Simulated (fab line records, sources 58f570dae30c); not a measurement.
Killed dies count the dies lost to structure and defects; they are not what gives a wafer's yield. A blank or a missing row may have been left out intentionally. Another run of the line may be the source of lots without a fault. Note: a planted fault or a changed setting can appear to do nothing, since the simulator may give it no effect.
Shared-tool check | flow berkeley cmos170 | 13 lots, 39 wafers sampled

WHY THIS WAS OPENED
At UCB170_CONTACT_THK_MEAS_02 the reading CONTACT_PSG_THK is flagged on 1 of 13 lots. No-fault wafers: 701 nm, standard deviation 7.
Rule: flag the lot when none of its wafers has a number, or when each of its wafers that has one lies beyond 4 standard deviations from that mean. As for the other lots, they are considered sound.

lot  | measured     | on            | CONTACT_PSG_THK (nm), wafer by wafer | flag
L146 | day 7 20:32  | film metro-01 | 703 701 705                          |
L147 | day 7 20:37  | film metro-03 | 682 689 690                          |
L149 | day 8 12:01  | film metro-03 | 703 701 706                          |
L150 | day 8 13:09  | film metro-03 | 705 706 708                          |
L152 | day 8 22:41  | film metro-01 | 713 718 710                          |
L151 | day 8 22:56  | film metro-03 | 706 703 696                          |
L155 | day 9 12:35  | film metro-01 | 712 709 704                          |
L154 | day 9 15:17  | film metro-04 | 713 710 708                          |
L157 | day 9 21:22  | film metro-03 | 700 709 701                          |
L158 | day 10 06:38 | film metro-04 | 696 699 699                          |
L163 | day 10 21:33 | film metro-01 | 695 694 699                          |
L168 | day 12 08:40 | film metro-04 | 712 708 712                          |
L167 | day 12 10:14 | film metro-01 | 1161 1167 1163                       | FLAGGED
The mean of the flagged lots' numbers is 1164 nm, +463 nm from the usual (+66 standard deviations).

TOOL THAT RAN EACH LOT
The record holds 1 process step before the reading, out of a route of 331 steps. Cell contents, in order: the tool; ch with the chambers the sampled wafers went through; the start.
lot  | flag    | UCB170_CONTACT_CVD_01
L146 |         | lpcvd-01 ch 1, day 7 18:46
L147 |         | lpcvd-01 ch 1, day 7 18:46
L149 |         | lpcvd-02 ch 0, day 8 10:11
L150 |         | lpcvd-01 ch 1, day 8 11:20
L152 |         | lpcvd-02 ch 0, day 8 20:53
L151 |         | lpcvd-01 ch 1, day 8 21:09
L155 |         | lpcvd-02 ch 1, day 9 09:55
L154 |         | lpcvd-02 ch 0, day 9 12:35
L157 |         | lpcvd-01 ch 1, day 9 19:35
L158 |         | lpcvd-01 ch 0, day 10 04:51
L163 |         | lpcvd-01 ch 0, day 10 19:46
L168 |         | lpcvd-01 ch 1, day 12 06:52
L167 | FLAGGED | lpcvd-02 ch 1, day 12 08:28
What these steps do:
- UCB170_CONTACT_CVD_01: deposits PSG from SiH4/O2/PH3, target thk 700 nm, time 2820 s.
- UCB170_CONTACT_THK_MEAS_02

FLAGGED OVER TOTAL, TOOL BY TOOL (the gauges that took the reading come last)
step                       | tool          | lots run | flagged | share of the flagged lots | sound lots run after its first flagged lot
UCB170_CONTACT_CVD_01      | lpcvd-01      | 8        | 0       | none                      | -
UCB170_CONTACT_CVD_01      | lpcvd-02      | 5        | 1       | all                       | 0
UCB170_CONTACT_THK_MEAS_02 | film metro-01 | 5        | 1       | all                       | 0
UCB170_CONTACT_THK_MEAS_02 | film metro-03 | 5        | 0       | none                      | -
UCB170_CONTACT_THK_MEAS_02 | film metro-04 | 3        | 0       | none                      | -

THE TABLE: WHAT IT ALLOWS
2 rows of the table ran every flagged lot: lpcvd-02 at UCB170_CONTACT_CVD_01, film metro-01 at UCB170_CONTACT_THK_MEAS_02.
- lpcvd-02 at UCB170_CONTACT_CVD_01 ran 5 lots, 1 of them flagged. A fault beginning between L154 (day 9 12:35), its last sound lot, and L167 (day 12 08:28), its first flagged one, fits the data.
- film metro-01 at UCB170_CONTACT_THK_MEAS_02 ran 5 lots, 1 of them flagged. A fault beginning between L163 (day 10 21:33), its last sound lot, and L167 (day 12 10:14), its first flagged one, fits the data.
A lot count leaves these 2 tools indistinguishable: every one of them fits a fault beginning at some hour. More lots, or a look at what each step does to the wafer, might.

WHAT THE SIMULATOR PUT IN
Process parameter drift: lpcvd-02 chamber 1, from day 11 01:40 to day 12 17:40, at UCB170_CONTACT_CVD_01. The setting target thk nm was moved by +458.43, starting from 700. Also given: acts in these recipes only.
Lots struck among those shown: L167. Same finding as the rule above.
